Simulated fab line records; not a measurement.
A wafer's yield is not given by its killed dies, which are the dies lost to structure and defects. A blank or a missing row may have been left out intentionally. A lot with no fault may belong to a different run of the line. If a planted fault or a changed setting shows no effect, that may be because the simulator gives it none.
What tool caused it? :: flow ritCmos :: 7 lots, 21 wafers sampled, at 3 steps of a route of 202

== WHAT EACH GAUGE READ, for each wafer ==
RIT_SDANNEAL_RS_MEAS_04: measures by four-point-probe.
lot: L201
measured: day 3 07:57
on: filmMetro-01
PSD_RS (ohm/sq): 115.74 115.64 115.87

lot: L203
measured: day 3 20:16
on: filmMetro-03
PSD_RS (ohm/sq): 115.52 115.79 115.74

lot: L205
measured: day 4 03:32
on: filmMetro-02
PSD_RS (ohm/sq): 115.94 115.55 115.92

lot: L208
measured: day 4 18:20
on: filmMetro-02
PSD_RS (ohm/sq): 115.58 115.90 116.02

lot: L216
measured: day 6 13:49
on: filmMetro-01
PSD_RS (ohm/sq): 116.28 116.57 116.53

lot: L218
measured: day 6 19:01
on: filmMetro-01
PSD_RS (ohm/sq): 115.64 116.24 115.89

lot: L221
measured: day 7 10:34
on: filmMetro-02
PSD_RS (ohm/sq): 144.31 144.35 144.20 143.74 144.57 144.66

== TOOL THAT RAN EACH LOT (tool first, then ch and the chambers of the sampled wafers, then the start) ==
lot: L201
RIT_GATE_STRIP_20: plasmaAsher-01 ch 0,1, day 2 18:49
RIT_SDANNEAL_RTA_03: rtpAnneal-01 ch 0, day 3 07:53

lot: L203
RIT_GATE_STRIP_20: plasmaAsher-01 ch 0,1, day 3 07:26
RIT_SDANNEAL_RTA_03: rtpAnneal-01 ch 0, day 3 20:11

lot: L205
RIT_GATE_STRIP_20: plasmaAsher-02 ch 0,1, day 3 15:12
RIT_SDANNEAL_RTA_03: rtpAnneal-01 ch 0, day 4 03:28

lot: L208
RIT_GATE_STRIP_20: plasmaAsher-01 ch 0,1, day 4 06:06
RIT_SDANNEAL_RTA_03: rtpAnneal-02 ch 0, day 4 18:16

lot: L216
RIT_GATE_STRIP_20: plasmaAsher-02 ch 0,1, day 6 00:32
RIT_SDANNEAL_RTA_03: rtpAnneal-01 ch 0, day 6 13:45

lot: L218
RIT_GATE_STRIP_20: plasmaAsher-01 ch 0,1, day 6 06:23
RIT_SDANNEAL_RTA_03: rtpAnneal-01 ch 0, day 6 18:58

lot: L221
RIT_GATE_STRIP_20: plasmaAsher-02 ch 0,1, day 6 22:12
RIT_SDANNEAL_RTA_03: rtpAnneal-02 ch 0, day 7 10:29
- RIT_GATE_STRIP_20: strips in O2, time 180 s.
- RIT_SDANNEAL_RTA_03: time 5 s.

== THE ANSWER, worked out from the rows above alone ==
Rule: the lots themselves supply what counts as usual. The widest of any qualifying gaps counts: lots, ordered by their means at a reading, are off when they make up no more than a third of the lots, leave a main group of 4 or more, and stand apart from it by 3 or more times the standard deviation of that group's means. If all means in a main group match to the digits the tables above print for the reading, that group is not used. Also off: a lot with no number at a reading for which 4 or more lots have one. Any other lot the step has rows for is counted as sound.
Off: L221, seen at RIT_SDANNEAL_RS_MEAS_04 (PSD_RS). Main group: mean 115.91 ohm/sq, sd 0.26.
If a tool, at a process step before that reading, ran all the lots that are off and no sound lot after the first of them, it fits. Gauges at RIT_SDANNEAL_RS_MEAS_04: tried the same way as those tools. Can't be told from this: 3 tools fit, plasmaAsher-02 at RIT_GATE_STRIP_20, rtpAnneal-02 at RIT_SDANNEAL_RTA_03, filmMetro-02 at RIT_SDANNEAL_RS_MEAS_04.

== WHAT THE SIMULATOR HAD PUT IN ==
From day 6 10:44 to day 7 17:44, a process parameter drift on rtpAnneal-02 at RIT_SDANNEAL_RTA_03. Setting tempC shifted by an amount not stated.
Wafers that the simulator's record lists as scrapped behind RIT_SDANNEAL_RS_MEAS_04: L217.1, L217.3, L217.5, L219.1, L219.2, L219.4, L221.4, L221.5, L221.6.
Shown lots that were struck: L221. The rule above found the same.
